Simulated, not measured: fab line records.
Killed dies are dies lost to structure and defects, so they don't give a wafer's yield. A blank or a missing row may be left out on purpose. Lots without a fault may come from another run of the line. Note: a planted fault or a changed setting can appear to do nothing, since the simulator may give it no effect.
A sampling plan put to the test || flow berkeley cmos170 || one line in one fab, 9 faults in these records, each fault weighed on the records of the lots it struck
What counts as the plan is the set of the line's own looks, namely the steps on the route at which a gauge or an inspection reads a wafer and does not change it. A look can be judged if struck wafers have a number there and the file gives its usual mean and standard deviation on fault-free wafers. Caught: at a look after the fault's first step, the mean of the struck wafers lies 4 or more of those standard deviations (sigma) from the usual mean. On the tool: the same test on the tool's own readings at the fault's steps. A different recipe on the struck wafers counts as caught too, as does a record blank only for those wafers.

THE FAULTS, as the simulator had put them in
1. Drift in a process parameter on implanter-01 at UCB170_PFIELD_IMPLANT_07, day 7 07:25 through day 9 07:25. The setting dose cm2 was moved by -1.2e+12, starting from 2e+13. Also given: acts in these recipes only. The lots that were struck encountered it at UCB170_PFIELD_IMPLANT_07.
2. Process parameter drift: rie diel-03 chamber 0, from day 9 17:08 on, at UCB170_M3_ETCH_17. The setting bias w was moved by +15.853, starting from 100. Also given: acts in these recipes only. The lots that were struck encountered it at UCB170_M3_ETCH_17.
3. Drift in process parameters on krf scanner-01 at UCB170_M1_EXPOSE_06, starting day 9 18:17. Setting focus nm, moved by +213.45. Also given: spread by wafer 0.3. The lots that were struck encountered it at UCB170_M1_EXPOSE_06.
4. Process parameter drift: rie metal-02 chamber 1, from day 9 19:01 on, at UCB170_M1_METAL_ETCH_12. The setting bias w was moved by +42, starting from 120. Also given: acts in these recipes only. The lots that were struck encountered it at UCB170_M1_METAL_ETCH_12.
5. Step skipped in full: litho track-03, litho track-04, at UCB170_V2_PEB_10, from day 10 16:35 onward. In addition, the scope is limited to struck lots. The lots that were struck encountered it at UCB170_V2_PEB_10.
6. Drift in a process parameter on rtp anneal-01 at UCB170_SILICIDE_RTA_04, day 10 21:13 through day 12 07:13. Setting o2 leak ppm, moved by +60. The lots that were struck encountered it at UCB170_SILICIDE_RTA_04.
7. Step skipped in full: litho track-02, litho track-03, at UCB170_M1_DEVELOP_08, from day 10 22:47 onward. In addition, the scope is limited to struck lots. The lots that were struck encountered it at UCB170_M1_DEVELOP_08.
8. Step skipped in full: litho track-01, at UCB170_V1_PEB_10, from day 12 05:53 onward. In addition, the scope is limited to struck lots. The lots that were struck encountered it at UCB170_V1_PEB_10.
9. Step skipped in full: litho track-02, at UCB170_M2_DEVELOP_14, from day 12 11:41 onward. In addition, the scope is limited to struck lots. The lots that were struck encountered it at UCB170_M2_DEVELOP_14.

WHAT THE PLAN SAW
{"fault": 1, "on the tool itself": "dose ions cm2 -66 sigma", "first look that catches it": "not the one look that can be judged after it", "reading, sigma": "-", "median hours from its first step to that look": "-", "hours from the fault's start to the first struck lot there": "-", "judged looks passed uncaught": 1}
{"fault": 2, "on the tool itself": "bias w +55 sigma", "first look that catches it": "no look after it can be judged", "reading, sigma": "-", "median hours from its first step to that look": "-", "hours from the fault's start to the first struck lot there": "-", "judged looks passed uncaught": 0}
{"fault": 3, "on the tool itself": "exposure dose mJ cm2 -4.3 sigma", "first look that catches it": "no look after it can be judged", "reading, sigma": "-", "median hours from its first step to that look": "-", "hours from the fault's start to the first struck lot there": "-", "judged looks passed uncaught": 0}
{"fault": 4, "on the tool itself": "bias w +99 or beyond sigma", "first look that catches it": "no look after it can be judged", "reading, sigma": "-", "median hours from its first step to that look": "-", "hours from the fault's start to the first struck lot there": "-", "judged looks passed uncaught": 0}
{"fault": 5, "on the tool itself": "the tool's record is blank for the struck wafers", "first look that catches it": "no look after it can be judged", "reading, sigma": "-", "median hours from its first step to that look": "-", "hours from the fault's start to the first struck lot there": "-", "judged looks passed uncaught": 0}
{"fault": 6, "on the tool itself": "chamber o2 ppm +99 or beyond sigma", "first look that catches it": "no look after it can be judged", "reading, sigma": "-", "median hours from its first step to that look": "-", "hours from the fault's start to the first struck lot there": "-", "judged looks passed uncaught": 0}
{"fault": 7, "on the tool itself": "the tool's record is blank for the struck wafers", "first look that catches it": "no look after it can be judged", "reading, sigma": "-", "median hours from its first step to that look": "-", "hours from the fault's start to the first struck lot there": "-", "judged looks passed uncaught": 0}
{"fault": 8, "on the tool itself": "the tool's record is blank for the struck wafers", "first look that catches it": "no look after it can be judged", "reading, sigma": "-", "median hours from its first step to that look": "-", "hours from the fault's start to the first struck lot there": "-", "judged looks passed uncaught": 0}
{"fault": 9, "on the tool itself": "the tool's record is blank for the struck wafers", "first look that catches it": "no look after it can be judged", "reading, sigma": "-", "median hours from its first step to that look": "-", "hours from the fault's start to the first struck lot there": "-", "judged looks passed uncaught": 0}
A dash: the fault is not caught, or the number is missing from these records.

Caught at a look: 0 of 9. Caught on the tool: 9 of 9. By one or the other: 9 of 9.
Faults 1, 2, 3, 4, 5, 6, 7, 8, 9 were caught on the tool alone.
